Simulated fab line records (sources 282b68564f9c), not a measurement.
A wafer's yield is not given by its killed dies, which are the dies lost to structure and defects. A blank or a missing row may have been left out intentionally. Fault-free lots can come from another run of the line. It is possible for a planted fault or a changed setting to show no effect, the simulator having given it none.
fab line records | flow ritCmos
record: lots: 6 wafers: 18 lastDay: 7
route steps=202 shown PLDD@118 SPACER@125 NSD@131 PSD@142 SDANNEAL@153 SILICIDE@161 M1@202
lots untouched by any fault: they come from a run of this same line in which no faults occurred
startH: hours from the record's first day to the start of the lot's first wafer shown | waitH: how many hours have passed since the lot's step before this one | " same as the row above | L1.1+2: a single row standing in for several wafers | - no value, or no start was given | * or withheld: withheld | < > ~ a bound
route shown NAME@n: NAME is a module with steps in the file, n the number in the route of the first one | usual: mean and standard deviation over wafers with no fault | same: alike in all rows | chamber/n: place in a boat | sites: per-site readings | _std_site: the standard deviation of these | _edge_site: outer sites' mean less inner sites' | radiusMm: how far each site lies from the wafer's centre | mask NAME#n: copy n | behind: the most recent tool/chamber to have shaped the wafer | hold: cause of the lot's hold/its duration in hours/its outcome | device: whichever transistor did not switch (one of n, p or np) | end of line: the tests these same wafers got at the end of their route | step lacking rows: just its recipe | killed: count of dies lost to structure and defects at first sort (not the wafer's yield) | map: shows each die of a wafer: x if killed, . if not, _ if none is there
set.NAME: the setting the step ran with; set.NAME@STEP: the setting that earlier step ran with | model.NAME: the simulator's own value behind a step, which no gauge read
certain route steps with their lots: each step a table, each wafer a row
services: from which hour (startH, from the record's first day; less than 0 if before it) a tool's chamber was out of use, for how many hours, and why
== steps ==
step: RIT_PLDD_PEB_04
recipe: resist: NOVOLAK tempC: withheld timeS: withheld
step: RIT_PLDD_DEVELOP_05
recipe: resist: NOVOLAK developTimeS: 50 devTempC: 23
step: RIT_PLDD_OVL_MEAS_06
usual: PLDD_OVL: 0.1/1.6
columns lot.wafer tool chamber startH waitH PLDD_OVL[nm]
L467.2 overlay-02 - 83.54 - -2.3
L467.3 " - " " -1.4
L467.4 " - " " -2.0
L470.1 overlay-01 - 97.56 - 0.8
L470.3 " - " " 0.0
L470.6 " - " " 0.9
L476.1 overlay-02 - 127.82 - -1.4
L476.2 " - " " -2.2
L476.5 " - " " -0.3
L477.1 overlay-02 - 134.18 - -1.4
L477.2 " - " " -1.1
L477.4 " - " " -1.3
L478.1 overlay-01 - 139.32 - 0.7
L478.4 " - " " -0.2
L478.6 " - " " 0.3
L479.2 overlay-01 - 143.32 - -1.1
L479.4 " - " " -1.0
L479.5 " - " " -0.7
step: RIT_PLDD_HARDBAKE_07
recipe: resist: NOVOLAK tempC: 140 timeS: 60
step: RIT_PLDD_IMPLANT_08
recipe: species: BF2 energyKev: 20 doseCm2: 9e+14 tiltDeg: 7
step: RIT_PLDD_STRIP_09
recipe: chemistry: O2 timeS: 180 resist: NOVOLAK platenTempC: withheld powerW: 500 pressureMtorr: 4000 o2FlowSccm: 4000
usual: drypumpMotorCurrentA: 5.8/0.49
columns lot.wafer tool chamber startH waitH drypumpMotorCurrentA rfHoursCounterH
L467.2 plasmaAsher-02 1 83.87 0.1 5.5 25
L467.3 " 1 " " 5.5 -
L467.4 " 0 " " 5.9 -
L470.1 plasmaAsher-03 0 97.90 0.1 5.6 46
L470.3 " 1 " " 6.6 -
L470.6 " 0 " " 5.6 -
L476.1 plasmaAsher-03 1 128.15 0.1 6.6 50
L476.2 " 0 " " 5.5 50
L476.5 " 0 " " 5.6 -
L477.1 plasmaAsher-03 0 134.51 0.1 5.6 50
L477.2 " 1 " " 6.6 50
L477.4 " 1 " " 6.6 -
L478.1 plasmaAsher-03 0 139.66 0.1 5.6 51
L478.4 " 0 " " 5.6 -
L478.6 " 1 " " 6.6 -
L479.2 plasmaAsher-01 1 143.65 0.1 5.0 3
L479.4 " 1 " " 5.1 -
L479.5 " 0 " " 5.4 -
step: RIT_PLDD_TW_MEAS_10
usual: PLDD_TW: 2317/21
columns lot.wafer tool chamber startH waitH PLDD_TW
L467.2 filmMetro-03 - 84.05 0.1 2331
L467.3 " - " " 2319
L467.4 " - " " 2316
L470.1 filmMetro-04 - 98.07 0.1 2345
L470.3 " - " " 2337
L470.6 " - " " 2329
L476.1 filmMetro-04 - 128.33 0.1 2351
L476.2 " - " " 2343
L476.5 " - " " 2336
L477.1 filmMetro-04 - 134.69 0.1 2321
L477.2 " - " " 2335
L477.4 " - " " 2325
L478.1 filmMetro-03 - 139.83 0.1 2301
L478.4 " - " " 2300
L478.6 " - " " 2297
L479.2 filmMetro-01 - 143.83 0.1 2283
L479.4 " - " " 2289
L479.5 " - " " 2290
step: RIT_SPACER_CLEAN_00
recipe: chemistry: SC1 mix: 3:3:50 timeS: 600 tempC: 75
step: RIT_SPACER_CLEAN_01
recipe: chemistry: dHF dilution: 50:1 timeS: 30
step: RIT_SPACER_CLEAN_02
recipe: chemistry: SC2 mix: 3:3:50 timeS: 600 tempC: 75 dry: n2Spin
step: RIT_SPACER_CVD_03
recipe: material: Si3N4 targetThkNm: 250 tempC: 810 precursor: SiH2Cl2/NH3 timeS: 3300 pressureMtorr: 300 sih2cl2FlowSccm: 60 nh3FlowSccm: 150
step: RIT_SPACER_THK_MEAS_04
recipe: reads: Si3N4_of_SPACER_CVD_03
usual: SPACER_NITRIDE_THK: 249.6/2.5
columns lot.wafer tool chamber startH waitH SPACER_NITRIDE_THK[nm]
L467.2 filmMetro-03 - 86.40 0.0 248.6
L467.3 " - " " 247.7
L467.4 " - " " 248.1
L470.1 filmMetro-02 - 100.45 0.0 249.9
L470.3 " - " " 249.4
L470.6 " - " " 249.2
L476.1 filmMetro-02 - 133.07 0.0 253.0
L476.2 " - " " 254.9
L476.5 " - " " 250.4
L477.1 filmMetro-02 - 137.06 0.0 247.5
L477.2 " - " " 248.0
L477.4 " - " " 244.2
L478.1 filmMetro-02 - 142.21 0.0 248.3
L478.4 " - " " 249.5
L478.6 " - " " 248.2
L479.2 filmMetro-02 - 146.17 0.0 253.5
L479.4 " - " " 253.4
L479.5 " - " " 250.8
step: RIT_SPACER_ETCHBACK_05
recipe: targetDepthA: 2500 SF6_flow_sccm: 30 CHF3_flow_sccm: 30 target: Si3N4 chemistry: SF6/CHF3 pressureMtorr: 40 rfW: 250 timeS: 240 stopOn: SiO2
usual: drypumpMotorCurrentA: 5.3/0.48 oesProductAu: 0.845/0.016 rfFwdPowerW: 249.3/0.76 runLengthS: 268.2/0.44 throttleValvePct: 10.29/0.12
columns lot.wafer tool chamber startH waitH drypumpMotorCurrentA oesProductAu rfFwdPowerW rfHoursCounterH runLengthS throttleValvePct model.poly-Si_of_GATE_CVD_08.thkNm model.Si3N4_of_SPACER_CVD_03.thkNm model.SiO2_of_FOX2_OXIDATION_00.thkNm
L467.2 rieDiel-01 3 86.45 0.0 4.9 0.847 249.5 147 268.0 10.10 164.9 192.8 179.4
L467.3 " 0 " " 4.8 0.820 249.4 33 267.9 10.33 164.2 191.5 177.4
L467.4 " 1 " " 4.7 0.840 250.3 16 267.6 10.26 164.3 193 180
L470.1 rieDiel-04 3 100.51 0.1 5.7 0.865 247.2 7 268.6 10.41 173.4 196.4 189.5
L470.3 " 0 " " 6.3 0.861 248.9 5 267.4 10.18 175.1 195 182.5
L470.6 " 1 " " 5.0 0.827 249.3 - 268.7 10.21 173.5 196 185.6
L476.1 rieDiel-04 0 133.13 0.1 6.3 0.872 249.5 6 267.6 10.19 161.3 197.5 171.9
L476.2 " 1 " " 5.0 0.855 250.1 39 268.5 10.21 164.5 199.7 172.1
L476.5 " 2 " " 5.1 0.834 249.4 - 268.4 10.29 163.5 197 176.6
L477.1 rieDiel-01 3 137.12 0.1 4.9 0.667 249.3 148 364.2 10.06 137.8 170 148
L477.2 " 0 " " 4.8 0.653 248.4 33 364.0 10.27 138.4 171.5 155
L477.4 " 1 " " 4.7 0.661 249.6 16 363.5 10.19 140.6 169.1 149.9
L478.1 rieDiel-01 3 142.27 0.1 4.9 0.673 248.8 148 364.4 10.07 133.3 170.4 160.2
L478.4 " 0 " " 4.8 0.647 248.8 34 363.8 10.27 138.2 172.3 164.4
L478.6 " 3 " " 5.0 0.673 248.7 - 364.8 10.05 135.8 170.7 160.7
L479.2 rieDiel-03 2 146.22 0.0 6.2 0.841 249.2 48 268.0 10.61 168.5 198.5 169.5
L479.4 " 0 " " 5.3 0.829 250.7 - 268.7 10.25 172.6 198.7 174.7
L479.5 " 2 " " 6.3 0.842 250.0 - 268.6 10.62 169.1 196 173
step: RIT_NSD_HMDS_00
recipe: primeTimeS: 60 primeTempC: 140
step: RIT_NSD_COAT_01
recipe: resist: NOVOLAK spinRpm: 3250 resistThkNm: 1000
step: RIT_NSD_SOFTBAKE_02
recipe: resist: NOVOLAK tempC: 90 timeS: 60
step: RIT_NSD_EXPOSE_03
recipe: maskId: M9 na: 0.57 targetCdNm: 40700 doseMj: 250
step: RIT_NSD_PEB_04
recipe: resist: NOVOLAK tempC: withheld timeS: withheld
step: RIT_NSD_DEVELOP_05
recipe: resist: NOVOLAK developTimeS: 50 devTempC: 23
step: RIT_NSD_OVL_MEAS_06
usual: NSD_OVL: -0.4/1.3
columns lot.wafer tool chamber startH waitH NSD_OVL[nm]
L467.2 overlay-01 - 87.45 - -1.5
L467.3 " - " " -1.1
L467.4 " - " " -0.8
L470.1 overlay-01 - 101.71 - -2.2
L470.3 " - " " -0.1
L470.6 " - " " -1.0
L476.1 overlay-02 - 134.29 - 0.5
L476.2 " - " " -0.8
L476.5 " - " " 1.0
L477.1 overlay-01 - 138.25 - 0.8
L477.2 " - " " -0.2
L477.4 " - " " -0.9
L478.1 overlay-02 - 143.40 - 0.0
L478.4 " - " " 2.0
L478.6 " - " " -0.6
L479.2 overlay-01 - 147.23 - 0.2
L479.4 " - " " -0.9
L479.5 " - " " -0.4
step: RIT_NSD_HARDBAKE_07
recipe: resist: NOVOLAK tempC: 140 timeS: 60
step: RIT_NSD_IMPLANT_08
recipe: species: P energyKev: 25 doseCm2: 1e+15 tiltDeg: 7
step: RIT_NSD_STRIP_09
recipe: chemistry: O2 timeS: 180 resist: NOVOLAK platenTempC: withheld powerW: 500 pressureMtorr: 4000 o2FlowSccm: 4000
usual: drypumpMotorCurrentA: 5.4/0.49
columns lot.wafer tool chamber startH waitH drypumpMotorCurrentA rfHoursCounterH
L467.2 plasmaAsher-01 1 87.78 0.1 5.0 47
L467.3 " 1 " " 5.0 -
L467.4 " 0 " " 5.4 -
L470.1 plasmaAsher-04 0 102.04 0.1 6.2 48
L470.3 " 1 " " 4.7 -
L470.6 " 0 " " 6.2 -
L476.1 plasmaAsher-04 1 134.63 0.1 4.7 52
L476.2 " 0 " " 6.2 52
L476.5 " 1 " " 4.7 -
L477.1 plasmaAsher-01 0 138.58 0.1 5.4 2
L477.2 " 1 " " 5.0 2
L477.4 " 0 " " 5.4 -
L478.1 plasmaAsher-04 1 143.73 0.1 4.7 53
L478.4 " 1 " " 4.7 -
L478.6 " 1 " " 4.8 -
L479.2 plasmaAsher-01 0 147.56 0.1 5.4 3
L479.4 " 0 " " 5.4 -
L479.5 " 1 " " 5.1 -
step: RIT_NSD_TW_MEAS_10
usual: NSD_TW: 3083/30
columns lot.wafer tool chamber startH waitH NSD_TW
L467.2 filmMetro-03 - 87.97 0.1 3081
L467.3 " - " " 3074
L467.4 " - " " 3077
L470.1 filmMetro-01 - 102.22 0.1 3045
L470.3 " - " " 3044
L470.6 " - " " 3029
L476.1 filmMetro-03 - 134.80 0.1 3073
L476.2 " - " " 3053
L476.5 " - " " 3062
L477.1 filmMetro-04 - 138.76 0.1 3121
L477.2 " - " " 3109
L477.4 " - " " 3122
L478.1 filmMetro-04 - 143.91 0.1 3100
L478.4 " - " " 3091
L478.6 " - " " 3101
L479.2 filmMetro-04 - 147.74 0.1 3145
L479.4 " - " " 3144
L479.5 " - " " 3134
step: RIT_PSD_HMDS_00
recipe: primeTimeS: 60 primeTempC: 140
step: RIT_PSD_COAT_01
recipe: resist: NOVOLAK spinRpm: 3250 resistThkNm: 1000
step: RIT_PSD_SOFTBAKE_02
recipe: resist: NOVOLAK tempC: 90 timeS: 60
step: RIT_PSD_EXPOSE_03
recipe: maskId: M10 na: 0.57 targetCdNm: 40900 doseMj: 250
step: RIT_PSD_PEB_04
recipe: resist: NOVOLAK tempC: withheld timeS: withheld
step: RIT_PSD_DEVELOP_05
recipe: resist: NOVOLAK developTimeS: 50 devTempC: 23
step: RIT_PSD_OVL_MEAS_06
usual: PSD_OVL: -0.8/1.3
columns lot.wafer tool chamber startH waitH PSD_OVL[nm]
L467.2 overlay-02 - 89.00 - -2.3
L467.3 " - " " -0.9
L467.4 " - " " -3.1
L470.1 overlay-02 - 103.25 - -1.2
L470.3 " - " " -1.4
L470.6 " - " " -1.6
L476.1 overlay-02 - 135.71 - -0.4
L476.2 " - " " -1.0
L476.5 " - " " -2.4
L477.1 overlay-01 - 139.82 - -0.7
L477.2 " - " " -0.1
L477.4 " - " " -1.2
L478.1 overlay-02 - 144.82 - 0.8
L478.4 " - " " -0.1
L478.6 " - " " 0.1
L479.2 overlay-02 - 148.65 - 1.2
L479.4 " - " " 1.4
L479.5 " - " " 0.3
step: RIT_PSD_HARDBAKE_07
recipe: resist: NOVOLAK tempC: 140 timeS: 60
step: RIT_PSD_IMPLANT_08
recipe: species: BF2 energyKev: 27 doseCm2: 5e+15 tiltDeg: 7
step: RIT_PSD_STRIP_09
recipe: chemistry: O2 timeS: 180 resist: NOVOLAK platenTempC: withheld powerW: 500 pressureMtorr: 4000 o2FlowSccm: 4000
usual: drypumpMotorCurrentA: 5.5/0.61
columns lot.wafer tool chamber startH waitH drypumpMotorCurrentA rfHoursCounterH
L467.2 plasmaAsher-03 1 89.33 0.1 6.5 45
L467.3 " 1 " " 6.5 -
L467.4 " 0 " " 5.5 -
L470.1 plasmaAsher-01 0 103.59 0.1 5.4 48
L470.3 " 1 " " 5.0 -
L470.6 " 1 " " 5.0 -
L476.1 plasmaAsher-04 1 136.05 0.1 4.7 52
L476.2 " 0 " " 6.2 52
L476.5 " 1 " " 4.7 -
L477.1 plasmaAsher-01 0 140.15 0.1 5.4 2
L477.2 " 1 " " 5.1 2
L477.4 " 1 " " 5.1 -
L478.1 plasmaAsher-04 0 145.15 0.1 6.2 53
L478.4 " 1 " " 4.7 -
L478.6 " 1 " " 4.8 -
L479.2 plasmaAsher-01 0 148.98 0.1 5.4 3
L479.4 " 1 " " 5.0 -
L479.5 " 0 " " 5.4 -
step: RIT_PSD_TW_MEAS_10
usual: PSD_TW: 3385/35
columns lot.wafer tool chamber startH waitH PSD_TW
L467.2 filmMetro-01 - 89.52 0.1 3350
L467.3 " - " " 3343
L467.4 " - " " 3322
L470.1 filmMetro-03 - 103.76 0.1 3358
L470.3 " - " " 3368
L470.6 " - " " 3380
L476.1 filmMetro-01 - 136.22 0.1 3316
L476.2 " - " " 3329
L476.5 " - " " 3342
L477.1 filmMetro-03 - 140.33 0.1 3338
L477.2 " - " " 3345
L477.4 " - " " 3373
L478.1 filmMetro-04 - 145.33 0.1 3436
L478.4 " - " " 3429
L478.6 " - " " 3438
L479.2 filmMetro-01 - 149.17 0.1 3349
L479.4 " - " " 3361
L479.5 " - " " 3360
step: RIT_SDANNEAL_CLEAN_00
recipe: chemistry: SC1 mix: 3:3:50 timeS: 600 tempC: 75
step: RIT_SDANNEAL_CLEAN_01
recipe: chemistry: dHF dilution: 50:1 timeS: 30
step: RIT_SDANNEAL_CLEAN_02
recipe: chemistry: SC2 mix: 3:3:50 timeS: 600 tempC: 75 dry: n2Spin
usual: bathGuardTempC: 74.9/0.41
columns lot.wafer tool chamber startH waitH bathGuardTempC model.poly-Si_of_GATE_CVD_08.thkNm
L467.2 wetBench-02 3 89.76 0.0 75.3 160.6
L467.3 " 3 " " 75.6 159.8
L467.4 " 3 " " 75.4 160
L470.1 wetBench-03 0 104.03 0.0 75.1 169
L470.3 " 0 " " 75.0 170.7
L470.6 " 0 " " 74.7 169.1
L476.1 wetBench-01 3 136.49 0.0 74.9 156.9
L476.2 " 3 " " 75.1 160.2
L476.5 " 3 " " 74.9 159.1
L477.1 wetBench-01 3 140.60 0.0 74.9 133.4
L477.2 " 3 " " 74.9 134
L477.4 " 3 " " 75.2 136.2
L478.1 wetBench-03 0 145.79 0.0 74.6 128.9
L478.4 " 0 " " 75.1 133.8
L478.6 " 0 " " 75.0 131.3
L479.2 wetBench-02 0 149.41 0.0 75.2 164.1
L479.4 " 0 " " 75.0 168.2
L479.5 " 0 " " 74.9 164.7
step: RIT_SDANNEAL_RTA_03
recipe: tempC: 1050 timeS: 5 idleTempC: 600 rampUpCPerS: 342 rampDownCPerS: 171 coolToC: 600 ambient: N2
usual: chamberO2Ppm: 2.001/0.021 rampUpCPerS: 341.99/0.062 wafer_temp_C_max: 1053.6/1.2
columns lot.wafer tool chamber startH waitH chamberO2Ppm rampUpCPerS wafer_temp_C_max
L467.2 rtpAnneal-02 0 89.94 0.0 2.010 342.09 1054.3
L467.3 " 0 " " 2.026 342.00 1053.1
L467.4 " 0 " " 1.991 341.95 1056.2
L470.1 rtpAnneal-01 0 104.22 0.0 2.014 342.06 1051.9
L470.3 " 0 " " 1.977 341.91 1052.3
L470.6 " 0 " " 1.991 342.02 1054.2
L476.1 rtpAnneal-01 0 136.68 0.0 2.009 341.96 1052.8
L476.2 " 0 " " 2.002 342.09 1051.5
L476.5 " 0 " " 1.981 341.94 1054.2
L477.1 rtpAnneal-01 0 140.79 0.0 2.022 341.97 1052.9
L477.2 " 0 " " 1.979 342.05 1052.6
L477.4 " 0 " " 2.011 341.90 1053.9
L478.1 rtpAnneal-02 0 145.96 0.0 1.998 341.95 1053.5
L478.4 " 0 " " 2.006 342.02 1053.8
L478.6 " 0 " " 2.003 341.91 1053.3
L479.2 rtpAnneal-01 0 149.60 0.0 1.971 342.09 1053.6
L479.4 " 0 " " 1.979 341.92 1053.7
L479.5 " 0 " " 1.980 342.12 1052.1
step: RIT_SDANNEAL_RS_MEAS_04
recipe: thkMeasGauge: four-point-probe
usual: PSD_RS: 115.96/0.28
columns lot.wafer tool chamber startH waitH PSD_RS[ohm/sq]
L467.2 filmMetro-03 - 90.01 0.1 116.04
L467.3 " - " " 115.95
L467.4 " - " " 116.04
L470.1 filmMetro-03 - 104.28 0.0 116.40
L470.3 " - " " 116.02
L470.6 " - " " 116.14
L476.1 filmMetro-03 - 136.80 0.1 116.16
L476.2 " - " " 115.75
L476.5 " - " " 116.10
L477.1 filmMetro-03 - 140.90 0.1 116.24
L477.2 " - " " 116.15
L477.4 " - " " 116.41
L478.1 filmMetro-01 - 146.02 0.0 116.17
L478.4 " - " " 115.77
L478.6 " - " " 115.92
L479.2 filmMetro-03 - 149.72 0.1 115.40
L479.4 " - " " 115.89
L479.5 " - " " 115.50
step: RIT_SDANNEAL_RS_MEAS_05
recipe: thkMeasGauge: four-point-probe
usual: NSD_RS: 84.63/0.29
columns lot.wafer tool chamber startH waitH NSD_RS[ohm/sq]
L467.2 filmMetro-03 - 90.13 0.1 84.10
L467.3 " - " " 84.81
L467.4 " - " " 84.45
L470.1 filmMetro-03 - 104.40 0.1 84.35
L470.3 " - " " 84.37
L470.6 " - " " 84.20
L476.1 filmMetro-03 - 136.92 0.1 85.08
L476.2 " - " " 84.91
L476.5 " - " " 84.61
L477.1 filmMetro-03 - 141.02 0.1 84.37
L477.2 " - " " 84.20
L477.4 " - " " 84.66
L478.1 filmMetro-01 - 146.14 0.1 85.14
L478.4 " - " " 85.05
L478.6 " - " " 84.83
L479.2 filmMetro-03 - 149.84 0.1 84.96
L479.4 " - " " 85.16
L479.5 " - " " 84.90
step: RIT_SDANNEAL_RS_MEAS_06
recipe: thkMeasGauge: four-point-probe
usual: PLDD_RS: 178.7/0.53
columns lot.wafer tool chamber startH waitH PLDD_RS[ohm/sq]
L467.2 filmMetro-03 - 90.25 0.1 178.3
L467.3 " - " " 178.3
L467.4 " - " " 178.0
L470.1 filmMetro-03 - 104.52 0.1 179.1
L470.3 " - " " 179.6
L470.6 " - " " 179.5
L476.1 filmMetro-03 - 137.04 0.1 178.2
L476.2 " - " " 179.5
L476.5 " - " " 178.4
L477.1 filmMetro-03 - 141.14 0.1 179.4
L477.2 " - " " 179.5
L477.4 " - " " 179.3
L478.1 filmMetro-01 - 146.26 0.1 178.6
L478.4 " - " " 178.5
L478.6 " - " " 178.6
L479.2 filmMetro-03 - 149.96 0.1 178.7
L479.4 " - " " 179.2
L479.5 " - " " 178.2
step: RIT_SILICIDE_WET_ETCH_00
recipe: chemistry: BOE target: SiO2 targetDepthNm: 14 timeS: 15 dry: n2Spin dilution: 10:1 tempC: 21.5
columns lot.wafer tool chamber startH waitH model.Si3N4_of_SPACER_CVD_03.thkNm model.SiO2_of_FOX2_OXIDATION_00.thkNm
L467.2 wetBench-02 2 90.50 0.1 191.7 151.1
L467.3 " 2 " " 190.4 149.2
L467.4 " 2 " " 191.9 151.8
L470.1 wetBench-04 1 104.76 0.1 195.3 160.7
L470.3 " 1 " " 193.8 153.8
L470.6 " 1 " " 194.9 156.8
L476.1 wetBench-04 2 137.28 0.1 196.3 143.5
L476.2 " 2 " " 198.5 143.7
L476.5 " 2 " " 195.9 148.2
L477.1 wetBench-04 1 141.38 0.1 168.8 119.5
L477.2 " 1 " " 170.3 126.5
L477.4 " 1 " " 167.9 121.4
L478.1 wetBench-01 3 146.50 0.1 169.2 131.7
L478.4 " 3 " " 171.1 135.8
L478.6 " 3 " " 169.5 132.2
L479.2 wetBench-02 0 150.18 0.1 197.4 140.8
L479.4 " 0 " " 197.5 145.9
L479.5 " 0 " " 194.9 144.3
step: RIT_M1_PROBE_99
usual: killedAtContacts: 0.1/0.27 killedAtFrontEnd: 6.1/2.9 killedDies: 6.2/2.9 killedOpen: 3.2/1.9 killedShort: 3/1.9
same: grossDies: 264 killed_at_M0_to_M3: 0 killed_at_M4_up: 0 killedAtBackSide: 0 killedAtOther: 0
columns lot.wafer tool chamber startH waitH killedAtContacts killedAtFrontEnd killedDies killedOpen killedShort model.etest.nplusSal.widthNm model.etest.pplusSal.widthNm model.etest.pldd.widthNm model.etest.nldd.widthNm model.etest.pwellPinched.rsOhmSq model.etest.nwellPinched.rsOhmSq model.etest.nldd.rsOhmSq model.etest.wellEdgeLeft.lineOhmUm
L467.2 prober-01 - 97.59 0.1 0 1 1 0 1 3475 3456 3182 3201 470 342.6 355.7 182.4
L467.3 prober-01 - 97.64 0.2 0 6 6 3 3 3484 3495 3180 3187 479.1 340.5 357.2 182.3
L467.4 prober-01 - 97.69 0.2 1 7 8 3 5 3473 3478 3173 3175 467.9 340.6 362.8 180.2
L470.1 prober-01 - 111.76 0.1 0 5 5 2 3 3451 3457 3189 3206 452.7 333.8 384.4 184.8
L470.3 prober-01 - 111.86 0.2 1 2 3 1 2 3471 3464 3185 3188 464.1 338 386.1 182.1
L470.6 prober-01 - 112.01 0.2 0 3 3 2 1 3445 3458 3180 3198 452.6 334.6 388.7 183.8
L476.1 prober-01 - 144.39 0.1 0 10 10 7 3 3464 3448 3206 3200 450.9 337.9 395.6 181.7
L476.2 prober-01 - 144.44 0.1 0 5 5 3 2 3421 3434 3188 3189 451.4 334.5 380.8 182.3
L476.5 prober-01 - 144.59 0.2 0 10 10 4 6 3434 3449 3175 3200 450 332.8 385 183.3
L477.1 prober-02 - 148.44 0.1 0 4 4 3 1 3671 3664 3345 3337 565.6 424.9 295.6 234
L477.2 prober-02 - 148.49 0.1 0 4 4 0 4 3654 3647 3327 3343 568.2 420 330.4 227.8
L477.4 prober-02 - 148.59 0.2 0 4 4 2 2 3655 3643 3354 3350 564.4 422.7 339.2 229.4
L478.1 prober-01 - 154.13 0.1 0 3 3 1 2 3652 3672 3337 3343 564.5 430.1 257.4 228.6
L478.4 prober-01 - 154.28 0.2 0 5 5 0 5 3631 3627 3336 3326 555.7 424.8 339.5 228.1
L478.6 prober-01 - 154.38 0.2 0 10 10 5 5 3637 3648 3338 3330 567.8 426.5 296.1 230.1
L479.2 prober-02 - 158.72 0.1 0 5 5 2 3 3431 3423 3179 3191 455.5 339.6 398.7 183.8
L479.4 prober-02 - 158.82 0.2 0 7 7 3 4 3462 3424 3169 3183 452.1 338.4 397.8 183
L479.5 prober-02 - 158.87 0.2 0 5 5 5 0 3437 3437 3162 3181 453.6 340.2 391.9 183.8
killed by level:class
L467.2 GATE:geometricParticle:short=1
L467.3 REOX:geometricParticle:open=2 FOX1:geometricParticle:short=1 GATE:geometricParticle:short=1 GATE:geometricParticle:open=1 REOX:geometricParticle:short=1
L467.4 FOX1:geometricParticle:short=2 GATE:geometricParticle:short=2 ACTIVE:geometricParticle:open=1 REOX:geometricParticle:open=1 SPACER:geometricParticle:open=1 CONTACT:geometricParticle:short=1
L470.1 REOX:geometricParticle:short=2 FOX1:geometricParticle:open=1 GATE:geometricParticle:short=1 SILICIDE:geometricParticle:open=1
L470.3 GATE:geometricParticle:short=1 SPACER:geometricParticle:short=1 CONTACT:geometricParticle:open=1
L470.6 FOX1:geometricParticle:open=1 GATE:geometricParticle:open=1 SILICIDE:geometricParticle:short=1
L476.1 FOX1:geometricParticle:open=3 GATE:geometricParticle:open=3 FOX1:geometricParticle:short=1 GATE:geometricParticle:short=1 REOX:geometricParticle:open=1 SPACER:geometricParticle:short=1
L476.2 SPACER:geometricParticle:open=2 FOX1:geometricParticle:short=1 REOX:geometricParticle:open=1 SILICIDE:geometricParticle:short=1
L476.5 FOX1:geometricParticle:short=3 GATE:geometricParticle:short=2 GATE:geometricParticle:open=2 FOX1:geometricParticle:open=1 REOX:geometricParticle:open=1 SPACER:geometricParticle:short=1
L477.1 GATE:geometricParticle:open=2 REOX:geometricParticle:short=1 REOX:geometricParticle:open=1
L477.2 GATE:geometricParticle:short=3 REOX:geometricParticle:short=1
L477.4 GATE:geometricParticle:open=2 FOX1:geometricParticle:short=1 REOX:geometricParticle:short=1
L478.1 FOX2:geometricParticle:short=2 GATE:geometricParticle:open=1
L478.4 SPACER:geometricParticle:short=2 FOX1:geometricParticle:short=1 GATE:geometricParticle:short=1 REOX:geometricParticle:short=1
L478.6 FOX1:geometricParticle:short=2 REOX:geometricParticle:open=2 FOX1:geometricParticle:open=1 FOX2:geometricParticle:open=1 FOX2:geometricParticle:short=1 GATE:geometricParticle:short=1 REOX:geometricParticle:short=1 SPACER:geometricParticle:open=1
L479.2 GATE:geometricParticle:short=3 REOX:geometricParticle:open=2
L479.4 FOX1:geometricParticle:short=1 GATE:geometricParticle:short=1 REOX:geometricParticle:open=1 SPACER:geometricParticle:open=1 SPACER:geometricParticle:short=1 SILICIDE:geometricParticle:short=1 SILICIDE:geometricParticle:open=1
L479.5 FOX2:geometricParticle:open=1 GATE:geometricParticle:open=1 REOX:geometricParticle:open=1 SPACER:geometricParticle:open=1 SILICIDE:geometricParticle:open=1
== services ==
columns tool chamber startH hours kind
rieDiel-04 - 69.31 1.4 repair
rieDiel-04 - 73.54 14.6 pm
rieDiel-04 0 93.44 3.0 repair
rieDiel-04 3 103.23 16.1 repair
plasmaAsher-02 - 105.11 0.7 repair
plasmaAsher-01 - 108.85 9.0 pm
plasmaAsher-01 0 108.85 9.0 ventCycle
plasmaAsher-01 1 108.85 9.0 ventCycle
plasmaAsher-01 0 117.85 - clean
plasmaAsher-01 1 117.85 - clean
rtpAnneal-01 - 127.12 3.8 pm
rieDiel-03 3 143.22 4.3 repair
rieDiel-04 0 148.37 21.6 repair
== key ==
firstSign: step: RIT_SPACER_ETCHBACK_05 reading: runLengthS direction: up sigmas: 99+ usual: * struck: *
effect: step: RIT_SPACER_ETCHBACK_05 reading: oesProductAu direction: down sigmas: 11 usual: 0.845 struck: 0.662
modelEffect: step: RIT_SPACER_ETCHBACK_05 value: poly-Si_of_GATE_CVD_08.thkNm without: 164.3 struck: 137.3
modelEffect: step: RIT_SDANNEAL_CLEAN_02 value: poly-Si_of_GATE_CVD_08.thkNm without: 159.9 struck: 133
modelEffect: step: RIT_SILICIDE_WET_ETCH_00 value: Si3N4_of_SPACER_CVD_03.thkNm without: 191.5 struck: 169.5
modelEffect: step: RIT_M1_PROBE_99 value: etest.nplusSal.widthNm without: 3468 struck: 3650
metAt RIT_SPACER_ETCHBACK_05
struckWafers L477.1,L477.2,L477.4,L478.1,L478.4,L478.6
testerLeftOut L477,L478
onsetBetween 86.45 137.12
fault: kind: processParameterDrift tool: rieDiel-01 chamber: - onsetH: 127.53 steps: RIT_SPACER_ETCHBACK_05 channel: timeS offset: * shape: step endH: 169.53 actsIn: * stated: *
testerLeftOut: of these lots the tester's yield and bins aren't shown, on N5 and GAA mostly nor the transistor test; their killed dies are dies lost to structure and defects alone, not to doping, threshold or leakage, so they don't give the yield
